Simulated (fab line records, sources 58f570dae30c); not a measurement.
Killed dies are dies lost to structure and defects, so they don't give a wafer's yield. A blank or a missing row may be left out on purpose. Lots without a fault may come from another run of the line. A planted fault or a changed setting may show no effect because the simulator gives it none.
Which tool did it? | flow berkeley_cmos170 | 15 lots, 45 wafers sampled, at 3 steps of a route of 331

WHAT THE GAUGES READ, wafer by wafer
UCB170_GATE_CD_MEAS_12: target cd 350 nm.
lot  | measured     | on        | cd_nm (nm)
L833 | day 7 08:24  | cd_sem-01 | 350.7 351.7 351.1
L838 | day 8 09:26  | cd_sem-02 | 349.6 350.6 349.6
L841 | day 8 09:33  | cd_sem-02 | 348.1 347.4 348.1
L840 | day 8 10:02  | cd_sem-02 | 350.3 351.6 351.1
L835 | day 8 10:10  | cd_sem-02 | 351.2 352.2 352.6
L837 | day 8 10:38  | cd_sem-02 | 348.1 349.1 347.4
L846 | day 9 15:38  | cd_sem-01 | 348.4 348.8 349.1
L845 | day 9 23:08  | cd_sem-02 | 350.5 350.3 349.5
L849 | day 10 22:19 | cd_sem-02 | 349.5 349.0 348.2
L851 | day 11 09:05 | cd_sem-02 | 349.8 348.7 350.1
L854 | day 11 09:14 | cd_sem-01 | 350.0 349.8 348.8
L853 | day 11 09:20 | cd_sem-02 | 348.6 350.1 349.6
L852 | day 11 09:40 | cd_sem-01 | 350.7 349.8 351.0
L855 | day 11 09:56 | cd_sem-01 | 350.6 351.0 351.0
L850 | day 11 09:58 | cd_sem-02 | 349.4 349.4 349.6

UCB170_V1_CD_MEAS_90: target cd 700 nm.
lot  | measured     | on        | cd_nm (nm)
L833 | day 8 15:07  | cd_sem-01 | 702.9 702.9 701.8
L838 | day 9 18:58  | cd_sem-02 | 698.7 699.6 699.3
L841 | day 9 22:22  | cd_sem-02 | 697.0 697.5 701.5
L840 | day 9 21:38  | cd_sem-02 | 700.6 698.9 699.0
L835 | day 9 21:49  | cd_sem-02 | 698.6 700.3 698.1
L837 | day 9 21:21  | cd_sem-02 | 699.7 698.5 700.7
L846 | day 11 00:43 | cd_sem-02 | 700.3 703.0 703.2
L845 | day 11 07:55 | cd_sem-02 | 700.0 700.1 699.8
L849 | day 12 02:04 | cd_sem-02 | 700.9 699.5 700.3
L851 | day 12 10:01 | cd_sem-02 | 700.7 699.9 700.1
L854 | day 12 11:28 | cd_sem-02 | 696.2 695.5 696.7
L853 | day 12 13:10 | cd_sem-02 | 702.0 700.1 701.1
L852 | day 12 14:43 | cd_sem-01 | 700.5 698.6 700.5
L855 | day 12 14:26 | cd_sem-01 | 703.0 701.9 703.0
L850 | day 12 15:05 | cd_sem-02 | 700.6 701.9 700.8

WHICH TOOL RAN EACH LOT (tool, then ch and the chambers of the sampled wafers, then the start)
lot  | UCB170_GATE_STRIP_16
L833 | plasma_asher-01 ch 0,1, day 7 08:38
L838 | plasma_asher-02 ch 0, day 8 09:40
L841 | plasma_asher-01 ch 0,1, day 8 09:47
L840 | plasma_asher-04 ch 0,1, day 8 10:16
L835 | plasma_asher-01 ch 0,1, day 8 10:23
L837 | plasma_asher-04 ch 0,1, day 8 10:52
L846 | plasma_asher-04 ch 0,1, day 9 15:53
L845 | plasma_asher-01 ch 0,1, day 9 23:22
L849 | plasma_asher-01 ch 0,1, day 10 22:34
L851 | plasma_asher-04 ch 0,1, day 11 09:19
L854 | plasma_asher-01 ch 0,1, day 11 09:29
L853 | plasma_asher-04 ch 0, day 11 09:35
L852 | plasma_asher-01 ch 0,1, day 11 09:55
L855 | plasma_asher-04 ch 0,1, day 11 10:10
L850 | plasma_asher-01 ch 0,1, day 11 10:12
- UCB170_GATE_STRIP_16: strips in O2.

WHAT THE TOOLS THEMSELVES READ (means of the sampled wafers that have a number; where no wafer has one, the mark that the record gives instead)
UCB170_GATE_STRIP_16.
lot  | tool            | drypump_motor_current_A (A) | oes_product_au (a.u.)
L833 | plasma_asher-01 | 6.0                         | 0.723
L838 | plasma_asher-02 | 5.8                         | 0.723
L841 | plasma_asher-01 | 6.1                         | 0.718
L840 | plasma_asher-04 | 5.4                         | 0.726
L835 | plasma_asher-01 | 6.0                         | 0.726
L837 | plasma_asher-04 | 5.5                         | 0.726
L846 | plasma_asher-04 | 5.4                         | 0.724
L845 | plasma_asher-01 | 6.0                         | 0.723
L849 | plasma_asher-01 | 6.0                         | 0.723
L851 | plasma_asher-04 | 5.5                         | 0.722
L854 | plasma_asher-01 | 6.0                         | 0.725
L853 | plasma_asher-04 | 5.6                         | 0.723
L852 | plasma_asher-01 | 6.0                         | 0.723
L855 | plasma_asher-04 | 5.4                         | 0.727
L850 | plasma_asher-01 | 6.0                         | 0.724

THE ANSWER, worked out from the rows above alone
Rule: what is usual is taken from the lots themselves. Put in order of their means at a reading, lots are off if they are a third of the lots or fewer, leave a main group of 4 or more, and stand apart from it by a gap of 3 or more times the standard deviation of the main group's means; of several such gaps the widest counts. A main group whose means are all the same, to the digits that the tables above print for the reading, isn't used. A lot without any number at a reading at which 4 lots or more have one is off too. The other lots that the step has rows for count as sound. The gauges are gone through in route order, then the tools' own readings, and for those a lot's mean is taken as printed above. The first step at which some lot is off is used, and at that step the reading that is off furthest; a lot without a number counts as furthest.
No lot is off at any reading shown: from this, nothing can be told.

WHAT THE SIMULATOR HAD PUT IN
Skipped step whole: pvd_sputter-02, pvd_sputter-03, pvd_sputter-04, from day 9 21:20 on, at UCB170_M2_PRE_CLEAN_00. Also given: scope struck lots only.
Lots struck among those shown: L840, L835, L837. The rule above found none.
